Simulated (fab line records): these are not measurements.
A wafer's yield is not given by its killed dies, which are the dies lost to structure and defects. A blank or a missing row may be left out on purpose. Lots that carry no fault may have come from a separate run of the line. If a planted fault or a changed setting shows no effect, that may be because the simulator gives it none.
fab line records    flow rit-cmos
record: lots: 6  wafers: 18  last-day: 7
route steps=202 shown GATE@89 REOX@98 NLDD@103 PLDD@114 SPACER@125 M1@202
lots with no fault: from the same line, run without faults
start-h: start of the lot's first displayed wafer, in hours after the record's first day    wait-h: hours elapsed since this lot's preceding step    " as in the row above    L1.1+2: one row covering several wafers at once    - value missing, or start not given    * or withheld: withheld    < > ~ a bound
route shown NAME@n: a module of which the file shows steps, and the number in the route of the first    usual: average and standard deviation across the fault-free wafers    same: alike in all rows    chamber/n: place in a boat    sites: per-site readings    _std_site: standard deviation across them    _edge_site: mean of outer sites minus mean of inner sites    radius-mm: how far each site lies from the wafer's centre    mask NAME#n: copy n    behind: the last tool/chamber to shape the wafer    hold: what put the lot on hold/how long, in hours/how the hold closed    device: the transistor (n, p or np) that didn't switch    end of line: the same wafers' tests at the end of the route    a step with no rows: only its recipe    killed: the dies lost at the first sort to structure and to defects; this is not the yield of the wafer    map: shows each die of a wafer: x if killed, . if not, _ if none is there
set.NAME: the setting as run; set.NAME@STEP: as run at that earlier step    model.NAME: the simulator's own value behind a step, which no gauge read
a table for each step, a row for each wafer; lots at some steps of the route
services: when a tool's chamber went out of use (start-h, in hours from the record's first day, below 0 if earlier), for how many hours, and the reason
== steps ==
step: RIT_GATE_EXPOSE_13
recipe: mask-id: M6  na: 0.6  source-shape: conventional  sigma-outer: 0.6  target-cd-nm: 150  dose-mj: 380
step: RIT_GATE_PEB_14
recipe: resist: NOVOLAK  temp-c: withheld  time-s: withheld
step: RIT_GATE_DEVELOP_15
recipe: resist: NOVOLAK  develop-time-s: 50  dev-temp-c: 23
step: RIT_GATE_CD_MEAS_16
recipe: target-cd-nm: 150
usual: cd-nm: 150.5/2.8
lot.wafer  tool       chamber  start-h  wait-h  cd-nm
L619.1     cd-sem-02  -        68.36    -       152.2
L619.2     "          -        "        "       151.9
L619.5     "          -        "        "       152.7
L624.3     cd-sem-02  -        93.61    -       146.3
L624.5     "          -        "        "       147.3
L624.6     "          -        "        "       149.0
L627.2     cd-sem-02  -        107.90   -       153.7
L627.4     "          -        "        "       151.3
L627.6     "          -        "        "       152.8
L628.1     cd-sem-01  -        110.48   -       147.6
L628.3     "          -        "        "       146.9
L628.5     "          -        "        "       149.0
L632.2     cd-sem-02  -        128.58   -       150.3
L632.4     "          -        "        "       152.4
L632.6     "          -        "        "       152.5
L635.2     cd-sem-01  -        143.25   -       150.6
L635.3     "          -        "        "       150.0
L635.4     "          -        "        "       149.9
step: RIT_GATE_OVL_MEAS_17
usual: GATE_OVL: -0.4/1.5
lot.wafer  tool        chamber  start-h  wait-h  GATE_OVL[nm]
L619.1     overlay-01  -        68.48    0.1     -0.2
L619.2     "           -        "        "       0.8
L619.5     "           -        "        "       -0.6
L624.3     overlay-02  -        93.71    0.1     -1.1
L624.5     "           -        "        "       -0.7
L624.6     "           -        "        "       0.4
L627.2     overlay-02  -        108.01   0.1     -1.9
L627.4     "           -        "        "       -2.1
L627.6     "           -        "        "       -3.8
L628.1     overlay-02  -        110.60   0.1     -0.3
L628.3     "           -        "        "       -0.2
L628.5     "           -        "        "       1.6
L632.2     overlay-01  -        128.69   0.1     2.0
L632.4     "           -        "        "       -1.2
L632.6     "           -        "        "       0.5
L635.2     overlay-01  -        143.36   0.1     -2.4
L635.3     "           -        "        "       -1.2
L635.4     "           -        "        "       0.0
step: RIT_GATE_HARDBAKE_18
recipe: resist: NOVOLAK  temp-c: 140  time-s: 60
step: RIT_GATE_ETCH_19
recipe: chemistry: SF6/CHF3/O2  time-s: 165  SF6_flow_sccm: 30  CHF3_flow_sccm: 30  O2_flow_sccm: 5  target: poly-Si  pressure-mtorr: 40  rf-w: 160  target-depth-a: 3125  over-etch-frac: 0.25  stop-on: SiO2
usual: chamber-pressure-mTorr: 40.00/0.033  drypump-motor-current-A: 5.8/0.34  oes-product-au: 0.850/0.013  throttle-valve-pct: 10.25/0.13
lot.wafer  tool       chamber  start-h  wait-h  chamber-pressure-mTorr  drypump-motor-current-A  oes-product-au  rf-hours-counter-h  throttle-valve-pct
L619.1     rie-si-01  3        68.67    0.1     39.98                   5.0                      0.853           100                 10.32
L619.2     "          2        "        "       40.00                   5.6                      0.845           136                 10.14
L619.5     "          2        "        "       39.95                   5.6                      0.850           -                   10.16
L624.3     rie-si-02  1        93.88    0.1     40.01                   6.0                      0.846           39                  10.03
L624.5     "          1        "        "       39.99                   6.0                      0.852           -                   10.02
L624.6     "          0        "        "       39.94                   5.9                      0.869           -                   10.29
L627.2     rie-si-01  3        108.19   0.1     40.04                   5.0                      0.832           100                 10.32
L627.4     "          2        "        "       39.96                   5.6                      0.829           136                 10.15
L627.6     "          2        "        "       40.02                   5.6                      0.830           -                   10.17
L628.1     rie-si-02  0        110.79   0.1     40.04                   5.9                      0.879           132                 10.28
L628.3     "          3        "        "       39.99                   5.6                      0.854           2                   10.49
L628.5     "          1        "        "       39.99                   6.0                      0.867           -                   10.03
L632.2     rie-si-02  3        128.87   0.1     40.03                   5.6                      0.838           2                   10.49
L632.4     "          2        "        "       39.97                   5.8                      0.847           115                 10.12
L632.6     "          3        "        "       39.93                   5.6                      0.857           -                   10.48
L635.2     rie-si-01  1        143.54   0.1     39.97                   6.3                      0.834           34                  10.23
L635.3     "          0        "        "       40.04                   5.9                      0.873           1                   10.30
L635.4     "          1        "        "       40.03                   6.3                      0.838           -                   10.23
step: RIT_GATE_STRIP_20
recipe: chemistry: O2  time-s: 180  resist: NOVOLAK  platen-temp-c: withheld  power-w: 500  pressure-mtorr: 4000  o2-flow-sccm: 4000
usual: chamber-pressure-mTorr: 4000/3.6  drypump-motor-current-A: 5.4/0.57  rf-refl-power-W: 5.6/1
lot.wafer  tool             chamber  start-h  wait-h  chamber-pressure-mTorr  drypump-motor-current-A  rf-hours-counter-h  rf-refl-power-W
L619.1     plasma-asher-02  0        68.77    0.1     4000                    5.0                      43                  4.1
L619.2     "                1        "        "       3994                    6.0                      43                  6.4
L619.5     "                1        "        "       4004                    6.0                      -                   5.9
L624.3     plasma-asher-02  1        94.05    0.1     3996                    6.0                      -                   5.9
L624.5     "                1        "        "       4002                    6.0                      -                   6.4
L624.6     "                0        "        "       4005                    5.0                      -                   4.3
L627.2     plasma-asher-01  1        108.30   0.1     4005                    6.0                      45                  5.5
L627.4     "                1        "        "       4003                    6.0                      -                   5.5
L627.6     "                1        "        "       3996                    6.0                      -                   5.5
L628.1     plasma-asher-01  1        110.90   0.1     4000                    6.0                      46                  5.7
L628.3     "                1        "        "       4002                    6.0                      -                   5.6
L628.5     "                1        "        "       4001                    6.0                      -                   5.6
L632.2     plasma-asher-02  1        128.98   0.1     3992                    6.0                      2                   6.3
L632.4     "                1        "        "       3999                    6.0                      -                   6.3
L632.6     "                1        "        "       4000                    6.0                      -                   6.2
L635.2     plasma-asher-01  1        143.64   0.1     4000                    6.0                      52                  5.4
L635.3     "                0        "        "       3997                    4.6                      -                   5.7
L635.4     "                1        "        "       4004                    6.0                      -                   5.6
step: RIT_GATE_CD_MEAS_90
recipe: target-cd-nm: 150
usual: cd-nm: 150.6/2.9
lot.wafer  tool       chamber  start-h  wait-h  cd-nm
L619.1     cd-sem-01  -        68.95    0.1     152.5
L619.2     "          -        "        "       151.6
L619.5     "          -        "        "       152.9
L624.3     cd-sem-02  -        94.20    0.1     146.2
L624.5     "          -        "        "       146.8
L624.6     "          -        "        "       149.3
L627.2     cd-sem-02  -        108.49   0.1     153.4
L627.4     "          -        "        "       151.3
L627.6     "          -        "        "       153.2
L628.1     cd-sem-02  -        111.07   0.1     147.2
L628.3     "          -        "        "       147.0
L628.5     "          -        "        "       148.9
L632.2     cd-sem-02  -        129.17   0.1     150.7
L632.4     "          -        "        "       152.2
L632.6     "          -        "        "       152.9
L635.2     cd-sem-02  -        143.84   0.1     150.9
L635.3     "          -        "        "       150.5
L635.4     "          -        "        "       149.8
step: RIT_REOX_CLEAN_00
recipe: chemistry: SC1  mix: 3:3:50  time-s: 600  temp-c: 75
step: RIT_REOX_CLEAN_01
recipe: chemistry: dHF  dilution: 50:1  time-s: 30
step: RIT_REOX_CLEAN_02
recipe: chemistry: SC2  mix: 3:3:50  time-s: 600  temp-c: 75  dry: n2-spin
step: RIT_REOX_OXIDATION_03
recipe: temp-c: 900  ambient: O2  target-thk-a: 252  ox-time-s: 5580
usual: spike-tc-centre-C: 902.6/0.98  spike-tc-source-C: 926.6/2.4
lot.wafer  tool        chamber  start-h  wait-h  spike-tc-centre-C  spike-tc-source-C  model.SiO2_of_REOX_OXIDATION_03.thk-nm
L619.1     furnace-04  0        69.47    0.0     903.4              928.8              24.91
L619.2     "           0        "        "       903.2              929.6              25.55
L619.5     "           0        "        "       901.4              930.2              24.88
L624.3     furnace-04  0        94.78    0.1     902.5              929.8              25.04
L624.5     "           0        "        "       903.6              930.9              24.72
L624.6     "           0        "        "       902.1              929.7              24.86
L627.2     furnace-04  0        109.37   0.4     883.0              929.9              22.3
L627.4     "           0        "        "       883.2              930.4              22.13
L627.6     "           0        "        "       882.4              930.5              22.5
L628.1     furnace-04  0        113.23   1.6     883.5              930.4              22.53
L628.3     "           0        "        "       882.6              928.7              23.5
L628.5     "           0        "        "       883.8              930.1              24.3
L632.2     furnace-01  0        129.99   0.0     902.9              924.1              25.13
L632.4     "           0        "        "       902.5              925.3              25.14
L632.6     "           0        "        "       903.0              921.8              24.98
L635.2     furnace-01  0        144.92   0.4     901.7              924.7              25.22
L635.3     "           0        "        "       902.1              924.1              25.29
L635.4     "           0        "        "       901.7              925.4              25.58
step: RIT_REOX_THK_MEAS_04
recipe: reads: SiO2_of_REOX_OXIDATION_03
usual: REOX_OXIDE_THK: 25.4/0.41
lot.wafer  tool           chamber  start-h  wait-h  REOX_OXIDE_THK[nm]
L619.1     film-metro-02  -        72.02    0.0     24.9
L619.2     "              -        "        "       25.6
L619.5     "              -        "        "       24.9
L624.3     film-metro-04  -        97.35    0.0     25.0
L624.5     "              -        "        "       24.7
L624.6     "              -        "        "       24.9
L627.2     film-metro-01  -        111.93   0.0     22.3
L627.4     "              -        "        "       22.1
L627.6     "              -        "        "       22.5
L628.1     film-metro-01  -        115.78   0.0     22.5
L628.3     "              -        "        "       23.5
L628.5     "              -        "        "       24.3
L632.2     film-metro-01  -        132.55   0.0     25.1
L632.4     "              -        "        "       25.1
L632.6     "              -        "        "       25.0
L635.2     film-metro-04  -        147.48   0.0     25.3
L635.3     "              -        "        "       25.3
L635.4     "              -        "        "       25.6
step: RIT_NLDD_HMDS_00
recipe: prime-time-s: 60  prime-temp-c: 140
step: RIT_NLDD_COAT_01
recipe: resist: NOVOLAK  spin-rpm: 3250  resist-thk-nm: 1000
step: RIT_NLDD_SOFTBAKE_02
recipe: resist: NOVOLAK  temp-c: 90  time-s: 60
step: RIT_NLDD_EXPOSE_03
recipe: mask-id: M7  na: 0.57  target-cd-nm: 40700  dose-mj: 250
step: RIT_NLDD_PEB_04
recipe: resist: NOVOLAK  temp-c: withheld  time-s: withheld
step: RIT_NLDD_DEVELOP_05
recipe: resist: NOVOLAK  develop-time-s: 50  dev-temp-c: 23
step: RIT_NLDD_OVL_MEAS_06
usual: NLDD_OVL: -0.6/1.3
lot.wafer  tool        chamber  start-h  wait-h  NLDD_OVL[nm]
L619.1     overlay-01  -        73.05    -       0.3
L619.2     "           -        "        "       -0.8
L619.5     "           -        "        "       0.3
L624.3     overlay-02  -        98.25    -       0.8
L624.5     "           -        "        "       -1.6
L624.6     "           -        "        "       -1.0
L627.2     overlay-01  -        112.96   -       -2.2
L627.4     "           -        "        "       -2.1
L627.6     "           -        "        "       -0.8
L628.1     overlay-01  -        116.82   -       0.9
L628.3     "           -        "        "       0.4
L628.5     "           -        "        "       0.5
L632.2     overlay-02  -        133.54   -       -2.0
L632.4     "           -        "        "       -1.2
L632.6     "           -        "        "       -1.3
L635.2     overlay-01  -        148.39   -       0.1
L635.3     "           -        "        "       -1.8
L635.4     "           -        "        "       1.4
step: RIT_NLDD_HARDBAKE_07
recipe: resist: NOVOLAK  temp-c: 140  time-s: 60
step: RIT_NLDD_IMPLANT_08
recipe: species: P  energy-kev: 20  dose-cm2: 5e+14  tilt-deg: 7
step: RIT_NLDD_STRIP_09
recipe: chemistry: O2  time-s: 180  resist: NOVOLAK  platen-temp-c: withheld  power-w: 500  pressure-mtorr: 4000  o2-flow-sccm: 4000
usual: chamber-pressure-mTorr: 4000/4  drypump-motor-current-A: 5.6/0.42  rf-refl-power-W: 6.6/1.7
lot.wafer  tool             chamber  start-h  wait-h  chamber-pressure-mTorr  drypump-motor-current-A  rf-hours-counter-h  rf-refl-power-W
L619.1     plasma-asher-01  0        73.39    0.1     3998                    4.7                      42                  5.3
L619.2     "                1        "        "       3999                    6.0                      42                  5.7
L619.5     "                0        "        "       4000                    4.7                      -                   4.9
L624.3     plasma-asher-03  0        98.63    0.1     3993                    5.7                      -                   5.7
L624.5     "                1        "        "       3998                    5.5                      -                   8.9
L624.6     "                0        "        "       3988                    5.7                      -                   5.8
L627.2     plasma-asher-04  1        113.29   0.1     4003                    6.0                      32                  9.0
L627.4     "                0        "        "       3998                    5.5                      -                   4.8
L627.6     "                0        "        "       3998                    5.5                      -                   4.8
L628.1     plasma-asher-04  0        117.16   0.1     4013                    5.5                      33                  4.8
L628.3     "                1        "        "       4005                    6.0                      -                   8.6
L628.5     "                0        "        "       3999                    5.5                      -                   5.0
L632.2     plasma-asher-04  0        133.87   0.1     4003                    5.5                      36                  4.9
L632.4     "                1        "        "       4000                    6.0                      -                   8.5
L632.6     "                1        "        "       4007                    6.0                      -                   8.5
L635.2     plasma-asher-04  1        148.72   0.1     3997                    6.0                      37                  8.5
L635.3     "                1        "        "       3997                    6.0                      -                   8.5
L635.4     "                0        "        "       4003                    5.5                      -                   5.1
step: RIT_NLDD_TW_MEAS_10
usual: NLDD_TW: 2458/30
lot.wafer  tool           chamber  start-h  wait-h  NLDD_TW
L619.1     film-metro-04  -        73.56    0.1     2479
L619.2     "              -        "        "       2478
L619.5     "              -        "        "       2492
L624.3     film-metro-03  -        98.77    0.1     2419
L624.5     "              -        "        "       2409
L624.6     "              -        "        "       2417
L627.2     film-metro-03  -        113.48   0.1     2437
L627.4     "              -        "        "       2428
L627.6     "              -        "        "       2419
L628.1     film-metro-04  -        117.33   0.1     2476
L628.3     "              -        "        "       2485
L628.5     "              -        "        "       2479
L632.2     film-metro-03  -        134.05   0.1     2433
L632.4     "              -        "        "       2446
L632.6     "              -        "        "       2437
L635.2     film-metro-04  -        148.90   0.1     2473
L635.3     "              -        "        "       2477
L635.4     "              -        "        "       2485
step: RIT_PLDD_HMDS_00
recipe: prime-time-s: 60  prime-temp-c: 140
step: RIT_PLDD_COAT_01
recipe: resist: NOVOLAK  spin-rpm: 3250  resist-thk-nm: 1000
step: RIT_PLDD_SOFTBAKE_02
recipe: resist: NOVOLAK  temp-c: 90  time-s: 60
step: RIT_PLDD_EXPOSE_03
recipe: mask-id: M8  na: 0.57  target-cd-nm: 40900  dose-mj: 250
step: RIT_PLDD_PEB_04
recipe: resist: NOVOLAK  temp-c: withheld  time-s: withheld
step: RIT_PLDD_DEVELOP_05
recipe: resist: NOVOLAK  develop-time-s: 50  dev-temp-c: 23
step: RIT_PLDD_OVL_MEAS_06
usual: PLDD_OVL: -1.1/1.7
lot.wafer  tool        chamber  start-h  wait-h  PLDD_OVL[nm]
L619.1     overlay-01  -        74.60    -       0.8
L619.2     "           -        "        "       0.8
L619.5     "           -        "        "       0.5
L624.3     overlay-02  -        99.80    -       -1.2
L624.5     "           -        "        "       -0.6
L624.6     "           -        "        "       -0.7
L627.2     overlay-02  -        114.38   -       -4.1
L627.4     "           -        "        "       -2.7
L627.6     "           -        "        "       -2.1
L628.1     overlay-01  -        118.47   -       -0.4
L628.3     "           -        "        "       -0.1
L628.5     "           -        "        "       -0.2
L632.2     overlay-02  -        135.08   -       -3.1
L632.4     "           -        "        "       -4.2
L632.6     "           -        "        "       -3.2
L635.2     overlay-01  -        149.93   -       -0.3
L635.3     "           -        "        "       0.1
L635.4     "           -        "        "       1.7
step: RIT_PLDD_HARDBAKE_07
recipe: resist: NOVOLAK  temp-c: 140  time-s: 60
step: RIT_PLDD_IMPLANT_08
recipe: species: BF2  energy-kev: 20  dose-cm2: 9e+14  tilt-deg: 7
step: RIT_PLDD_STRIP_09
recipe: chemistry: O2  time-s: 180  resist: NOVOLAK  platen-temp-c: withheld  power-w: 500  pressure-mtorr: 4000  o2-flow-sccm: 4000
usual: chamber-pressure-mTorr: 4001/3.7  drypump-motor-current-A: 5.4/0.59  rf-refl-power-W: 5.6/1.1
lot.wafer  tool             chamber  start-h  wait-h  chamber-pressure-mTorr  drypump-motor-current-A  rf-hours-counter-h  rf-refl-power-W
L619.1     plasma-asher-01  1        74.93    0.1     4005                    6.0                      42                  5.7
L619.2     "                0        "        "       4006                    4.7                      42                  5.2
L619.5     "                1        "        "       4004                    6.0                      -                   5.8
L624.3     plasma-asher-04  1        100.18   0.1     3997                    6.0                      -                   8.6
L624.5     "                1        "        "       3997                    6.0                      -                   8.7
L624.6     "                0        "        "       4006                    5.5                      -                   5.1
L627.2     plasma-asher-01  0        114.71   0.1     3999                    4.7                      47                  5.2
L627.4     "                0        "        "       4000                    4.6                      -                   5.2
L627.6     "                1        "        "       4002                    6.0                      -                   5.8
L628.1     plasma-asher-01  1        118.82   0.1     4001                    6.0                      48                  5.7
L628.3     "                0        "        "       3999                    4.6                      -                   5.4
L628.5     "                0        "        "       4000                    4.6                      -                   5.1
L632.2     plasma-asher-01  1        135.41   0.1     4001                    5.9                      50                  5.6
L632.4     "                0        "        "       4004                    4.7                      -                   5.3
L632.6     "                0        "        "       4000                    4.7                      -                   4.7
L635.2     plasma-asher-01  1        150.26   0.1     4009                    6.0                      53                  5.6
L635.3     "                1        "        "       4002                    6.0                      -                   5.5
L635.4     "                0        "        "       4005                    4.7                      -                   5.2
step: RIT_PLDD_TW_MEAS_10
usual: PLDD_TW: 2315/25
lot.wafer  tool           chamber  start-h  wait-h  PLDD_TW
L619.1     film-metro-02  -        75.11    0.1     2297
L619.2     "              -        "        "       2302
L619.5     "              -        "        "       2291
L624.3     film-metro-02  -        100.32   0.1     2305
L624.5     "              -        "        "       2302
L624.6     "              -        "        "       2316
L627.2     film-metro-04  -        114.90   0.1     2338
L627.4     "              -        "        "       2329
L627.6     "              -        "        "       2336
L628.1     film-metro-04  -        118.99   0.1     2343
L628.3     "              -        "        "       2347
L628.5     "              -        "        "       2334
L632.2     film-metro-04  -        135.60   0.1     2352
L632.4     "              -        "        "       2340
L632.6     "              -        "        "       2350
L635.2     film-metro-02  -        150.45   0.1     2316
L635.3     "              -        "        "       2291
L635.4     "              -        "        "       2301
step: RIT_SPACER_CLEAN_00
recipe: chemistry: SC1  mix: 3:3:50  time-s: 600  temp-c: 75
usual: temp-c: 74.99/0.12
lot.wafer  tool          chamber  start-h  wait-h  temp-c  model.SiO2_of_REOX_OXIDATION_03.thk-nm
L619.1     wet-bench-04  0        75.17    0.1     74.85   22.99
L619.2     "             0        "        "       75.10   23.58
L619.5     "             0        "        "       75.00   22.95
L624.3     wet-bench-03  2        100.36   0.0     74.98   23.1
L624.5     "             2        "        "       74.60   22.79
L624.6     "             2        "        "       74.98   22.94
L627.2     wet-bench-03  2        114.95   0.0     74.99   20.56
L627.4     "             2        "        "       75.04   20.4
L627.6     "             2        "        "       74.73   20.73
L628.1     wet-bench-02  1        119.05   0.1     75.12   20.78
L628.3     "             1        "        "       75.19   21.67
L628.5     "             1        "        "       75.01   22.41
L632.2     wet-bench-03  2        135.65   0.0     75.13   23.17
L632.4     "             2        "        "       75.03   23.18
L632.6     "             2        "        "       74.99   23.04
L635.2     wet-bench-04  0        150.50   0.0     74.82   23.27
L635.3     "             0        "        "       74.86   23.33
L635.4     "             0        "        "       74.80   23.61
step: RIT_SPACER_CLEAN_01
recipe: chemistry: dHF  dilution: 50:1  time-s: 30
step: RIT_M1_PROBE_99
usual: killed-at-contacts: 0.1/0.34  killed-at-front-end: 7.0/2.9  killed-dies: 7.2/2.9  killed-open: 3.6/1.9  killed-short: 3.5/2.1
same: gross-dies: 264  killed_at_M0_to_M3: 0  killed_at_M4_up: 0  killed-at-back-side: 0  killed-at-other: 0
lot.wafer  tool       chamber  start-h  wait-h  killed-at-contacts  killed-at-front-end  killed-dies  killed-open  killed-short  model.etest.pmos-turned.r-on-ohm-um  model.etest.pmos_0p3.r-on-ohm-um  model.etest.pmos_0p15.r-on-ohm-um  model.etest.pldd.rs-ohm-sq  model.etest.nldd.rs-ohm-sq  model.etest.nmos-turned.drive-ua-um  model.etest.pldd.line-ohm-um  model.etest.pmos-turned.drive-ua-um
L619.1     prober-02  -        88.67    0.1     0                   5                    5            5            0             3460                                 6255                              2764                               491                         380.4                       306.7                                154.9                         187
L619.2     prober-02  -        88.72    0.1     0                   5                    5            2            3             3583                                 6395                              2849                               528.2                       395.5                       298.6                                168.2                         178.6
L619.5     prober-02  -        88.87    0.2     0                   11                   11           7            4             3539                                 6381                              2840                               490.9                       381.7                       302.8                                157.4                         184.3
L624.3     prober-02  -        114.09   0.2     0                   3                    3            1            2             3283                                 6123                              2649                               483.3                       377.4                       331.4                                152.1                         199
L624.5     prober-02  -        114.19   0.2     0                   6                    6            3            2             3250                                 6182                              2631                               469.8                       369.6                       339.1                                147                           203.4
L624.6     prober-02  -        114.24   0.2     0                   7                    7            4            3             3311                                 6172                              2680                               479.3                       376.2                       328.1                                148.9                         199
L627.2     prober-02  -        128.76   0.1     0                   7                    7            2            5             3162                                 6183                              2660                               394.4                       323.5                       365.8                                122.3                         216.1
L627.4     prober-02  -        128.86   0.2     0                   3                    3            2            1             3107                                 6123                              2570                               383.9                       323.3                       373.1                                120.5                         219.4
L627.6     prober-02  -        128.96   0.2     0                   10                   10           6            4             3206                                 6243                              2675                               395.9                       325.6                       362.5                                125.5                         212.2
L628.1     prober-02  -        132.72   0.1     0                   14                   14           4            9             3120                                 6047                              2538                               411.2                       335                         364.2                                124.9                         219.6
L628.3     prober-02  -        132.82   0.2     0                   8                    8            3            5             3224                                 6191                              2623                               444.8                       350.2                       349.1                                141.4                         207
L628.5     prober-02  -        132.92   0.2     0                   6                    6            2            4             3352                                 6222                              2670                               475.6                       366.9                       328.7                                148.8                         195.7
L632.2     prober-01  -        149.11   0.1     0                   1                    1            0            1             3625                                 6425                              2894                               543.5                       362.3                       326.3                                171.1                         180.5
L632.4     prober-01  -        149.21   0.2     0                   5                    5            2            3             3582                                 6384                              2845                               540.3                       361.9                       321.2                                170.8                         176.1
L632.6     prober-01  -        149.31   0.2     0                   6                    6            4            2             3691                                 6523                              2961                               536.6                       361.9                       318.9                                167.4                         173.8
L635.2     prober-02  -        164.42   0.1     1                   7                    8            6            2             3328                                 6217                              2679                               449.7                       387.2                       311.3                                142.3                         197.8
L635.3     prober-02  -        164.47   0.2     0                   5                    5            3            2             3320                                 6215                              2673                               456.3                       387.8                       315.2                                144.8                         196.8
L635.4     prober-02  -        164.52   0.2     0                   13                   13           5            8             3435                                 6347                              2757                               466.9                       392.8                       303.7                                145.7                         193.9
killed by level:class
L619.1 SPACER:geometric-particle:open=2 SILICIDE:geometric-particle:open=2 GATE:geometric-particle:open=1
L619.2 GATE:geometric-particle:open=2 GATE:geometric-particle:short=2 FOX1:geometric-particle:short=1
L619.5 FOX1:geometric-particle:short=3 GATE:geometric-particle:open=3 FOX1:geometric-particle:open=1 FOX2:geometric-particle:open=1 GATE:geometric-particle:short=1 SPACER:geometric-particle:open=1 SILICIDE:geometric-particle:open=1
L624.3 FOX1:geometric-particle:short=2 FOX2:geometric-particle:open=1
L624.5 FOX1:geometric-particle:short=2 FOX1:geometric-particle:open=2 GATE:geometric-particle:open=1 NWELL:coat-microbubble-printed=1
L624.6 FOX1:geometric-particle:open=2 FOX1:geometric-particle:short=2 FOX2:geometric-particle:short=1 GATE:geometric-particle:open=1 REOX:geometric-particle:open=1
L627.2 GATE:geometric-particle:short=3 REOX:geometric-particle:short=2 SPACER:geometric-particle:open=1 SILICIDE:geometric-particle:open=1
L627.4 FOX1:geometric-particle:open=1 REOX:geometric-particle:open=1 SILICIDE:geometric-particle:short=1
L627.6 FOX1:geometric-particle:open=2 GATE:geometric-particle:short=2 REOX:geometric-particle:open=2 GATE:geometric-particle:open=1 REOX:geometric-particle:short=1 SPACER:geometric-particle:short=1 SILICIDE:geometric-particle:open=1
L628.1 FOX1:geometric-particle:short=3 GATE:geometric-particle:short=3 FOX2:geometric-particle:open=1 FOX2:geometric-particle:short=1 GATE:geometric-particle:open=1 REOX:geometric-particle:short=1 SPACER:geometric-particle:open=1 SILICIDE:geometric-particle:short=1
L628.3 FOX1:geometric-particle:short=3 FOX1:geometric-particle:open=1 GATE:geometric-particle:open=1 REOX:geometric-particle:short=1 REOX:geometric-particle:open=1 SPACER:geometric-particle:short=1
L628.5 FOX1:geometric-particle:short=2 FOX1:geometric-particle:open=1 GATE:geometric-particle:short=1 REOX:geometric-particle:open=1 REOX:geometric-particle:short=1
L632.2 GATE:geometric-particle:short=1
L632.4 GATE:geometric-particle:short=2 GATE:geometric-particle:open=1 SILICIDE:geometric-particle:open=1 SILICIDE:geometric-particle:short=1
L632.6 FOX1:geometric-particle:open=1 FOX2:geometric-particle:short=1 GATE:geometric-particle:open=1 REOX:geometric-particle:short=1 REOX:geometric-particle:open=1 SILICIDE:geometric-particle:open=1
L635.2 GATE:geometric-particle:open=4 GATE:geometric-particle:short=1 SPACER:geometric-particle:short=1 SPACER:geometric-particle:open=1 CONTACT:geometric-particle:open=1
L635.3 FOX1:geometric-particle:open=1 FOX2:geometric-particle:short=1 GATE:geometric-particle:open=1 SPACER:geometric-particle:short=1 SPACER:geometric-particle:open=1
L635.4 GATE:geometric-particle:short=5 GATE:geometric-particle:open=2 SPACER:geometric-particle:open=2 FOX1:geometric-particle:short=1 SPACER:geometric-particle:short=1 SILICIDE:geometric-particle:open=1 SILICIDE:geometric-particle:short=1
== services ==
tool             chamber  start-h  hours  kind
wet-bench-03     -        45.70    20.3   repair
rie-si-01        1        93.98    13.3   repair
plasma-asher-03  -        107.97   28.1   pm
plasma-asher-02  -        108.75   9.0    pm
plasma-asher-02  0        108.75   9.0    vent-cycle
plasma-asher-02  1        108.75   9.0    vent-cycle
plasma-asher-02  0        117.75   -      clean
plasma-asher-02  1        117.75   -      clean
plasma-asher-03  -        136.07   14.6   pm
plasma-asher-04  -        138.04   2.8    pm
rie-si-01        3        139.90   6.4    repair
== key ==
first-sign: step: RIT_REOX_OXIDATION_03  reading: spike-tc-centre-C  direction: down  sigmas: 20  usual: 902.6  struck: 883.1
effect: step: RIT_REOX_THK_MEAS_04  reading: REOX_OXIDE_THK  direction: down  sigmas: 6.1  usual: 25.4  struck: 22.9
model-effect: step: RIT_REOX_OXIDATION_03  value: SiO2_of_REOX_OXIDATION_03.thk-nm  without: 24.99  struck: 22.88
model-effect: step: RIT_SPACER_CLEAN_00  value: SiO2_of_REOX_OXIDATION_03.thk-nm  without: 23.04  struck: 21.09
model-effect: step: RIT_M1_PROBE_99  value: etest.pmos-turned.r-on-ohm-um  without: 3466  struck: 3195
met-at RIT_REOX_OXIDATION_03
struck-wafers L627.2,L627.4,L627.6,L628.1,L628.3,L628.5
tester-left-out L627,L628
onset-between 94.78 109.37
fault: kind: process-parameter-drift  tool: furnace-04  chamber: -  onset-h: 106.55  steps: RIT_REOX_OXIDATION_03  channel: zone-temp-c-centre  offset: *  shape: step  end-h: 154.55
tester-left-out: of these lots the tester's yield and bins aren't shown, on N5 and GAA mostly nor the transistor test; their killed dies are dies lost to structure and defects alone, not to doping, threshold or leakage, so they don't give the yield
